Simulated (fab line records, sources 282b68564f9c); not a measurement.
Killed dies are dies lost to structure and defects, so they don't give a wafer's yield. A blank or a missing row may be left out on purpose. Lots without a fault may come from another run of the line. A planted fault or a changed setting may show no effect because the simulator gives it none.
fab line records | flow rit_cmos
record lots=5 wafers=15 last_day=7
route steps=202 shown SILICIDE@161 CONTACT@168 M1@202
lots that met no fault: from a run of the same line without faults
start_h: hours from the record's first day to the start of the lot's first wafer shown | wait_h: hours since the lot's step before | " the same as in the row above | L1.1+2: a row that stands for several wafers | - no value, or no start given | * or withheld: withheld | < > ~ a bound
route shown NAME@n: a module of which the file shows steps, and the number in the route of the first | usual: mean/standard deviation of fault-free wafers | same: alike in all rows | chamber/n: place in a boat | sites: the reading at each site | _std_site: their standard deviation | _edge_site: outer sites' mean less inner sites' | radius_mm: how far each site lies from the wafer's centre | mask NAME#n: copy n | behind: the tool/chamber that last shaped the wafer | hold: why the lot was held/for how many hours/how that ended | device: the transistor (n, p or np) that didn't switch | end of line: the same wafers' tests at the end of the route | a step without rows: its recipe alone | killed: dies lost to structure and defects at the first sort, not the wafer's yield | map: a wafer's dies, x killed, . not, _ none there
set.NAME: the setting as run; set.NAME@STEP: as run at that earlier step | model.NAME: the simulator's own value behind a step, which no gauge read
lots at some steps of the route; a table a step, a row a wafer
services: from which hour (start_h, from the record's first day; less than 0 if before it) a tool's chamber was out of use, for how many hours, and why
## steps
# step RIT_SILICIDE_WET_ETCH_00
# recipe chemistry=BOE target=SiO2 target_depth_nm=14 time_s=15 dry=n2_spin dilution=10:1 temp_c=21.5
# step RIT_SILICIDE_SPUTTER_01
# recipe material=Ti target_thk_nm=30 power_w=358.6 chamber_pressure_pa=0.667 gas=Ar time_s=240 substrate_temp_c=25
# usual throttle_valve_pct=30.4/0.94
# columns lot.wafer tool chamber start_h wait_h throttle_valve_pct
L611.1 pvd_sputter-04 - 67.60 0.0 30.7
L611.2 " - " " 32.7
L611.6 " - " " 29.5
L619.1 pvd_sputter-02 - 98.12 0.0 32.4
L619.5 " - " " 29.4
L619.6 " - " " 29.8
L621.2 pvd_sputter-01 - 115.14 0.0 30.7
L621.3 " - " " 30.3
L621.6 " - " " 30.5
L627.1 pvd_sputter-01 - 142.02 0.0 31.0
L627.4 " - " " 29.9
L627.6 " - " " 29.7
L628.1 pvd_sputter-04 - 149.34 0.0 30.9
L628.4 " - " " 32.9
L628.5 " - " " 29.2
# step RIT_SILICIDE_RS_MEAS_02
# recipe thk_meas_gauge=four-point-probe reads=Ti_of_SILICIDE_SPUTTER_01
# usual SILICIDE_TI_RS=46.2/0.72
# columns lot.wafer tool chamber start_h wait_h SILICIDE_TI_RS[ohm/sq]
L611.1 film_metro-03 - 67.77 0.1 46.6
L611.2 " - " " 47.0
L611.6 " - " " 47.9
L619.1 film_metro-02 - 98.27 0.1 46.3
L619.5 " - " " 46.4
L619.6 " - " " 46.0
L621.2 film_metro-01 - 115.31 0.1 46.2
L621.3 " - " " 45.8
L621.6 " - " " 46.6
L627.1 film_metro-02 - 142.17 0.1 46.7
L627.4 " - " " 46.7
L627.6 " - " " 46.9
L628.1 film_metro-01 - 149.49 0.1 45.9
L628.4 " - " " 46.5
L628.5 " - " " 46.3
# step RIT_SILICIDE_THK_MEAS_03
# recipe thk_meas_gauge=xrf reads=Ti_of_SILICIDE_SPUTTER_01
# usual SILICIDE_TI_THK=31.3/0.4
# columns lot.wafer tool chamber start_h wait_h SILICIDE_TI_THK[nm]
L611.1 film_metro-03 - 67.89 0.1 31.1
L611.2 " - " " 30.9
L611.6 " - " " 30.4
L619.1 film_metro-02 - 98.39 0.1 31.0
L619.5 " - " " 30.9
L619.6 " - " " 31.2
L621.2 film_metro-01 - 115.42 0.1 31.5
L621.3 " - " " 31.6
L621.6 " - " " 31.2
L627.1 film_metro-02 - 142.29 0.1 30.8
L627.4 " - " " 30.7
L627.6 " - " " 30.7
L628.1 film_metro-01 - 149.61 0.1 31.6
L628.4 " - " " 31.1
L628.5 " - " " 31.3
# step RIT_SILICIDE_RTA_04
# recipe temp_c=650 time_s=10 idle_temp_c=25 ramp_up_s=5 ramp_down_s=5 cool_to_c=25 ambient=N2
# usual wafer_temp_C_max=653.2/0.61
# columns lot.wafer tool chamber start_h wait_h wafer_temp_C_max
L611.1 rtp_anneal-02 0 67.95 0.1 652.7
L611.2 " 0 " " 653.5
L611.6 " 0 " " 653.6
L619.1 rtp_anneal-02 0 98.45 0.1 653.6
L619.5 " 0 " " 653.8
L619.6 " 0 " " 654.1
L621.2 rtp_anneal-01 0 115.48 0.1 653.1
L621.3 " 0 " " 652.7
L621.6 " 0 " " 652.8
L627.1 rtp_anneal-01 0 142.35 0.1 652.8
L627.4 " 0 " " 653.4
L627.6 " 0 " " 652.6
L628.1 rtp_anneal-02 0 149.67 0.1 653.0
L628.4 " 0 " " 653.8
L628.5 " 0 " " 653.3
# step RIT_SILICIDE_WET_ETCH_05
# recipe chemistry=SPM target=Ti temp_c=90 time_s=120 dry=n2_spin
# step RIT_SILICIDE_RTA_06
# recipe temp_c=750 time_s=10 idle_temp_c=25 ramp_up_s=5 ramp_down_s=10 cool_to_c=25 ambient=N2
# usual wafer_temp_C_max=753.7/0.71
# columns lot.wafer tool chamber start_h wait_h wafer_temp_C_max
L611.1 rtp_anneal-01 0 68.10 0.0 753.9
L611.2 " 0 " " 752.3
L611.6 " 0 " " 754.5
L619.1 rtp_anneal-01 0 98.56 0.0 753.7
L619.5 " 0 " " 754.2
L619.6 " 0 " " 753.4
L621.2 rtp_anneal-02 0 115.59 0.0 753.8
L621.3 " 0 " " 753.2
L621.6 " 0 " " 753.9
L627.1 rtp_anneal-02 0 142.46 0.0 753.3
L627.4 " 0 " " 752.8
L627.6 " 0 " " 754.1
L628.1 rtp_anneal-01 0 149.78 0.0 754.3
L628.4 " 0 " " 753.8
L628.5 " 0 " " 753.8
# step RIT_CONTACT_CVD_00
# recipe material=SiO2 target_thk_nm=400 precursor=TEOS temp_c=390 time_s=61 rf_w=400
# usual heater_power_w=313/50 susceptor_temp_C=390.00/0.21
# columns lot.wafer tool chamber start_h wait_h heater_power_w susceptor_temp_C
L611.1 pecvd-01 2 68.17 0.1 366 389.91
L611.2 " 0 " " 273 390.44
L611.6 " 2 " " 379 389.91
L619.1 pecvd-03 2 98.62 0.1 337 389.99
L619.5 " 1 " " 293 389.74
L619.6 " 2 " " 361 389.97
L621.2 pecvd-03 2 115.64 0.0 326 389.87
L621.3 " 1 " " 362 390.18
L621.6 " 1 " " 363 390.32
L627.1 pecvd-03 2 142.52 0.1 371 390.16
L627.4 " 2 " " 275 390.07
L627.6 " 1 " " 352 389.84
L628.1 pecvd-02 2 149.85 0.1 313 389.83
L628.4 " 0 " " 241 390.64
L628.5 " 2 " " 325 389.81
# step RIT_CONTACT_THK_MEAS_01
# recipe reads=SiO2_of_CONTACT_CVD_00
# usual CONTACT_TEOS_THK=400/4.8
# columns lot.wafer tool chamber start_h wait_h CONTACT_TEOS_THK[nm]
L611.1 film_metro-02 - 68.22 0.0 398
L611.2 " - " " 398
L611.6 " - " " 409
L619.1 film_metro-04 - 98.67 0.0 398
L619.5 " - " " 410
L619.6 " - " " 405
L621.2 film_metro-02 - 115.70 0.0 396
L621.3 " - " " 397
L621.6 " - " " 401
L627.1 film_metro-01 - 142.57 0.0 390
L627.4 " - " " 399
L627.6 " - " " 401
L628.1 film_metro-01 - 149.90 0.0 395
L628.4 " - " " 408
L628.5 " - " " 405
# step RIT_CONTACT_HMDS_02
# recipe prime_time_s=60 prime_temp_c=140
# step RIT_CONTACT_COAT_03
# recipe resist=NOVOLAK spin_rpm=3250 resist_thk_nm=1000
# step RIT_CONTACT_SOFTBAKE_04
# recipe resist=NOVOLAK temp_c=90 time_s=60
# step RIT_CONTACT_EXPOSE_05
# recipe mask_id=M11 na=0.6 source_shape=conventional sigma_outer=0.5 target_cd_nm=1000 dose_mj=250
# usual exposure_dose_mJ_cm2=249.93/0.23 reticle_temp_C=23.01/0.11
# columns lot.wafer tool chamber start_h wait_h mask exposure_dose_mJ_cm2 reticle_temp_C
L611.1 iline_stepper-01 0 68.85 0.2 M11#0 249.97 23.08
L611.2 " 0 " " M11#0 249.98 23.33
L611.6 " 0 " " M11#0 250.35 23.01
L619.1 iline_stepper-02 0 99.18 0.1 M11_R1#0 250.28 23.07
L619.5 " 0 " " M11_R1#0 249.88 23.23
L619.6 " 0 " " M11_R1#0 250.13 23.02
L621.2 iline_stepper-01 0 116.22 0.1 M11#0 250.08 22.97
L621.3 " 0 " " M11#0 250.08 22.90
L621.6 " 0 " " M11#0 249.77 22.90
L627.1 iline_stepper-02 0 143.21 0.2 M11#0 250.24 23.10
L627.4 " 0 " " M11#0 249.66 22.97
L627.6 " 0 " " M11#0 249.71 23.16
L628.1 iline_stepper-02 0 150.41 0.1 M11#0 250.15 23.12
L628.4 " 0 " " M11#0 250.01 22.92
L628.5 " 0 " " M11#0 249.66 22.92
# step RIT_CONTACT_PEB_06
# recipe resist=NOVOLAK temp_c=withheld time_s=withheld
# step RIT_CONTACT_DEVELOP_07
# recipe resist=NOVOLAK develop_time_s=120 dev_temp_c=23
# step RIT_CONTACT_CD_MEAS_08
# recipe target_cd_nm=1000
# usual cd_nm=999.8/2.4
# columns lot.wafer tool chamber start_h wait_h cd_nm
L611.1 cd_sem-02 - 69.47 - 995.1
L611.2 " - " " 996.8
L611.6 " - " " 994.7
L619.1 cd_sem-02 - 99.70 - 1151.1
L619.5 " - " " 1150.4
L619.6 " - " " 1152.1
L621.2 cd_sem-02 - 116.74 - 999.5
L621.3 " - " " 999.3
L621.6 " - " " 999.5
L627.1 cd_sem-01 - 143.72 - 998.1
L627.4 " - " " 1000.4
L627.6 " - " " 999.7
L628.1 cd_sem-01 - 150.92 - 1001.2
L628.4 " - " " 1004.5
L628.5 " - " " 1002.0
# step RIT_CONTACT_OVL_MEAS_09
# usual CONTACT_OVL=0.6/1.1
# columns lot.wafer tool chamber start_h wait_h CONTACT_OVL[nm]
L611.1 overlay-01 - 69.59 0.1 3.4
L611.2 " - " " 2.4
L611.6 " - " " 2.4
L619.1 overlay-01 - 99.82 0.1 1.2
L619.5 " - " " -0.7
L619.6 " - " " 0.5
L621.2 overlay-01 - 116.85 0.1 2.4
L621.3 " - " " 1.8
L621.6 " - " " 0.8
L627.1 overlay-01 - 143.84 0.1 0.9
L627.4 " - " " -0.9
L627.6 " - " " -0.1
L628.1 overlay-01 - 151.04 0.1 0.9
L628.4 " - " " 0.2
L628.5 " - " " 0.0
# step RIT_CONTACT_HARDBAKE_10
# recipe resist=NOVOLAK temp_c=140 time_s=60
# step RIT_CONTACT_ETCH_11
# recipe target_depth_a=4800 over_etch_frac=0.2 stop_on=TiSi2 chemistry=CHF3/CF4/Ar target=SiO2 CHF3_flow_sccm=50 cf4_flow_sccm=10 Ar_flow_sccm=100 O2_flow_sccm=5 pressure_mtorr=100 rf_w=200 time_s=320
# usual chamber_pressure_mTorr=100.00/0.094 drypump_motor_current_A=5.7/0.49 oes_product_au=0.984/0.014 throttle_valve_pct=8.83/0.12
# columns lot.wafer tool chamber start_h wait_h chamber_pressure_mTorr drypump_motor_current_A oes_product_au rf_hours_counter_h throttle_valve_pct model.CONTACT.cd_nm
L611.1 rie_diel-01 1 69.93 0.1 99.97 5.9 0.977 79 8.95 995.1
L611.2 " 2 " " 100.09 5.0 0.994 75 8.76 997
L611.6 " 2 " " 99.96 5.0 1.002 - 8.78 994.8
L619.1 rie_diel-01 2 100.01 0.1 100.03 5.0 0.995 75 8.77 1152
L619.5 " 0 " " 100.05 4.9 0.999 - 8.83 1151
L619.6 " 1 " " 99.71 5.9 0.978 - 8.98 1152
L621.2 rie_diel-01 0 117.03 0.1 100.06 4.9 1.000 1 8.84 999.4
L621.3 " 2 " " 99.85 5.0 0.991 76 8.75 999.1
L621.6 " 2 " " 99.96 5.0 1.005 - 8.76 999.5
L627.1 rie_diel-01 0 144.07 0.1 100.13 4.9 0.990 1 8.84 998.6
L627.4 " 0 " " 100.04 4.9 0.989 - 8.84 1001
L627.6 " 1 " " 100.00 5.9 0.982 - 8.98 999.7
L628.1 rie_diel-02 2 151.24 0.1 100.00 5.8 0.997 120 9.01 1001
L628.4 " 3 " " 99.91 6.4 0.984 3 8.65 1005
L628.5 " 3 " " 99.92 6.4 0.983 - 8.66 1003
# step RIT_CONTACT_STRIP_12
# recipe chemistry=O2 time_s=172.5 resist=NOVOLAK platen_temp_c=withheld power_w=500 pressure_mtorr=4000 o2_flow_sccm=4000
# usual chamber_pressure_mTorr=4000/3.7 drypump_motor_current_A=5.6/0.36 rf_refl_power_W=7.1/1.1
# columns lot.wafer tool chamber start_h wait_h chamber_pressure_mTorr drypump_motor_current_A rf_hours_counter_h rf_refl_power_W
L611.1 plasma_asher-01 1 70.13 0.1 3999 5.7 36 7.0
L611.2 " 0 " " 3996 5.9 36 7.4
L611.6 " 0 " " 4000 6.0 - 7.2
L619.1 plasma_asher-03 1 100.20 0.1 4006 5.1 31 5.6
L619.5 " 0 " " 4003 5.2 - 6.5
L619.6 " 1 " " 4002 5.1 - 5.6
L621.2 plasma_asher-03 0 117.22 0.1 3996 5.2 33 6.1
L621.3 " 0 " " 3998 5.2 - 6.3
L621.6 " 1 " " 4005 5.1 - 5.5
L627.1 plasma_asher-04 0 144.27 0.1 4005 6.0 3 8.7
L627.4 " 0 " " 4001 6.0 - 8.3
L627.6 " 0 " " 4000 6.0 - 8.3
L628.1 plasma_asher-04 1 151.43 0.1 3996 6.0 4 8.8
L628.4 " 0 " " 4002 6.0 - 8.3
L628.5 " 0 " " 3997 6.0 - 7.7
# step RIT_M1_PROBE_99
# usual killed_at_contacts=0.1/0.23 killed_at_front_end=6.6/2.8 killed_dies=6.6/2.8 killed_on_rim=1.8/1.4 killed_open=3.3/2 killed_short=3.2/1.7
# same gross_dies=264 killed_at_M0_to_M3=0 killed_at_M4_up=0 killed_at_back_side=0 killed_at_other=0
# columns lot.wafer tool chamber start_h wait_h killed_at_contacts killed_at_front_end killed_dies killed_on_rim killed_open killed_short model.etest.contact_to_gate.bv_left_v model.etest.contact_to_gate.bv_right_v model.etest.contact_nplus.rc_ohm model.etest.contact_npoly.rc_ohm model.etest.contact_pplus.rc_ohm model.etest.contact_ppoly.rc_ohm
L611.1 prober-01 - 74.91 0.1 0 5 5 0 0 5 91.26 91.92 1.357 1.358 1.391 1.394
L611.2 prober-01 - 74.96 0.1 0 7 7 0 3 4 92.99 91.13 1.383 1.345 1.299 1.361
L611.6 prober-01 - 75.16 0.2 0 4 4 2 4 0 92.19 96.19 1.33 1.367 1.355 1.396
L619.1 prober-02 - 105.01 0.1 48 8 56 37 4 3 48.1 52.59 1.286 1.274 1.263 1.252
L619.5 prober-02 - 105.21 0.2 56 3 59 29 0 3 51.26 52.99 1.37 1.312 1.294 1.274
L619.6 prober-02 - 105.26 0.2 51 12 63 40 6 5 49.88 52.33 1.274 1.266 1.243 1.264
L621.2 prober-01 - 122.08 0.1 0 3 3 0 0 3 87.21 91 1.359 1.387 1.382 1.393
L621.3 prober-01 - 122.13 0.2 0 7 7 4 5 2 91.74 88.45 1.377 1.385 1.36 1.355
L621.6 prober-01 - 122.28 0.2 0 5 5 2 3 2 92.34 89.81 1.404 1.389 1.338 1.377
L627.1 prober-01 - 149.17 0.1 0 8 8 2 3 5 91.62 88.51 1.344 1.334 1.378 1.363
L627.4 prober-01 - 149.32 0.2 0 6 6 2 3 2 92.41 92.87 1.395 1.375 1.388 1.423
L627.6 prober-01 - 149.42 0.2 0 7 7 4 3 4 90.83 89.71 1.342 1.419 1.356 1.364
L628.1 prober-02 - 156.11 0.1 0 8 8 2 4 4 88.83 88.79 1.366 1.389 1.346 1.357
L628.4 prober-02 - 156.26 0.2 0 11 11 2 8 3 89.78 87.35 1.365 1.356 1.316 1.394
L628.5 prober-02 - 156.31 0.2 0 8 8 1 4 4 91.01 88.46 1.396 1.321 1.356 1.382
# killed by level:class
L611.1 FOX1:geometric_particle:short=2 GATE:geometric_particle:short=2 SILICIDE:geometric_particle:short=1
L611.2 FOX1:geometric_particle:short=2 FOX1:geometric_particle:open=1 GATE:geometric_particle:open=1 REOX:geometric_particle:short=1 SILICIDE:geometric_particle:short=1 SILICIDE:geometric_particle:open=1
L611.6 SILICIDE:geometric_particle:open=2 FOX2:geometric_particle:open=1 GATE:geometric_particle:open=1
L619.1 CONTACT:area_expose=48 GATE:geometric_particle:open=2 SPACER:geometric_particle:open=2 FOX1:geometric_particle:short=1 REOX:geometric_particle:short=1 SPACER:geometric_particle:short=1 NSD:coat_microbubble_printed=1
L619.5 CONTACT:area_expose=56 GATE:geometric_particle:short=3
L619.6 CONTACT:area_expose=51 GATE:geometric_particle:short=4 GATE:geometric_particle:open=3 FOX2:geometric_particle:open=2 FOX1:geometric_particle:open=1 FOX2:geometric_particle:short=1 NSD:coat_microbubble_printed=1
L621.2 GATE:geometric_particle:short=2 REOX:geometric_particle:short=1
L621.3 SPACER:geometric_particle:open=2 ACTIVE:geometric_particle:short=1 FOX1:geometric_particle:open=1 GATE:geometric_particle:open=1 GATE:geometric_particle:short=1 REOX:geometric_particle:open=1
L621.6 GATE:geometric_particle:open=2 FOX2:geometric_particle:short=1 SPACER:geometric_particle:open=1 SPACER:geometric_particle:short=1
L627.1 FOX1:geometric_particle:short=2 FOX1:geometric_particle:open=2 GATE:geometric_particle:short=2 SPACER:geometric_particle:short=1 SPACER:geometric_particle:open=1
L627.4 FOX1:geometric_particle:open=2 SPACER:geometric_particle:short=2 SILICIDE:geometric_particle:open=1 NLDD:coat_microbubble_printed=1
L627.6 GATE:geometric_particle:open=2 FOX1:geometric_particle:short=1 GATE:geometric_particle:short=1 REOX:geometric_particle:short=1 SPACER:geometric_particle:open=1 SPACER:geometric_particle:short=1
L628.1 SILICIDE:geometric_particle:open=2 FOX1:geometric_particle:open=1 FOX2:geometric_particle:short=1 GATE:geometric_particle:short=1 REOX:geometric_particle:short=1 SPACER:geometric_particle:open=1 SILICIDE:geometric_particle:short=1
L628.4 FOX1:geometric_particle:open=2 GATE:geometric_particle:open=2 GATE:geometric_particle:short=2 SPACER:geometric_particle:open=2 REOX:geometric_particle:open=1 SILICIDE:geometric_particle:short=1 SILICIDE:geometric_particle:open=1
L628.5 FOX2:geometric_particle:open=2 SILICIDE:geometric_particle:short=2 GATE:geometric_particle:short=1 REOX:geometric_particle:open=1 SPACER:geometric_particle:short=1 SPACER:geometric_particle:open=1
# map L619.6 (x killed, . not)
________xxxx.xx_______
_____.xxxxxx..xxxx____
____.x.x..x.x..xx.x___
___.x.x.x.......xxxx__
__xx.xx............xx_
__..................x_
_.....x............x..
_..................x.x
_x....................
_.x.............x.xx.x
__..................._
__x..............x.xx_
___x.......x.......x__
____xx......x....x.___
_____.x...........____
________.x.xx.x_______
# map L627.1 (x killed, . not)
________...x..._______
_____.........x...____
____...............___
___....x............__
__..................._
__..................._
_.....................
_...........x.........
_....x................
_.....................
__.x................._
__..................._
___.....x...........__
____...............___
_____......x......____
________......._______
## services
# columns tool chamber start_h hours kind
pvd_sputter-01 - 46.64 0.7 repair
iline_stepper-01 - 47.78 4.4 pm
plasma_asher-03 - 52.89 14.6 pm
iline_stepper-02 0 60.51 - calibration
iline_stepper-01 0 70.12 - calibration
iline_stepper-02 - 71.35 1.7 pm
rie_diel-01 0 72.34 - clean
rie_diel-01 0 72.34 - consumable_replace:esc
rie_diel-01 0 72.34 20.8 scheduled_down
rie_diel-01 0 72.34 20.8 vent_cycle
rie_diel-02 0 81.92 9.5 repair
pecvd-03 - 85.27 1.0 repair
rie_diel-01 1 86.22 10.6 repair
pecvd-01 - 89.32 6.0 pm
iline_stepper-01 - 96.26 3.8 repair
pecvd-01 0 99.99 13.7 repair
plasma_asher-04 - 108.75 9.0 pm
plasma_asher-04 0 108.75 9.0 vent_cycle
plasma_asher-04 1 108.75 9.0 vent_cycle
iline_stepper-02 - 112.83 4.4 pm
plasma_asher-04 0 117.75 - clean
rie_diel-01 2 127.12 22.4 repair
plasma_asher-01 - 134.42 1.8 repair
pecvd-01 1 136.30 19.4 repair
## key
first_sign step=RIT_CONTACT_EXPOSE_05 reading=mask direction=changed
effect step=RIT_CONTACT_CD_MEAS_08 reading=cd_nm direction=up sigmas=63 usual=999.8 struck=1151.2
effect step=RIT_M1_PROBE_99 reading=killed_at_contacts direction=up sigmas=52 usual=0.1 struck=51.7
model_effect step=RIT_CONTACT_ETCH_11 value=CONTACT.cd_nm without=1002 struck=1152
model_effect step=RIT_M1_PROBE_99 value=etest.contact_to_gate.bv_left_v without=87.24 struck=49.74
more_kills_born_at RIT_CONTACT_EXPOSE_05@iline_stepper-02=155
met_at RIT_CONTACT_EXPOSE_05
struck_wafers L619.1,L619.5,L619.6
tester_left_out L619
fault kind=wrong_mask tool=any chamber=- onset_h=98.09 steps=RIT_CONTACT_EXPOSE_05 aux_copy=M11_R1#0 cd_offset_nm=150 scope=struck_lots_only
# tester_left_out: of these lots the tester's yield and bins aren't shown, on N5 and GAA mostly nor the transistor test; their killed dies are dies lost to structure and defects alone, not to doping, threshold or leakage, so they don't give the yield
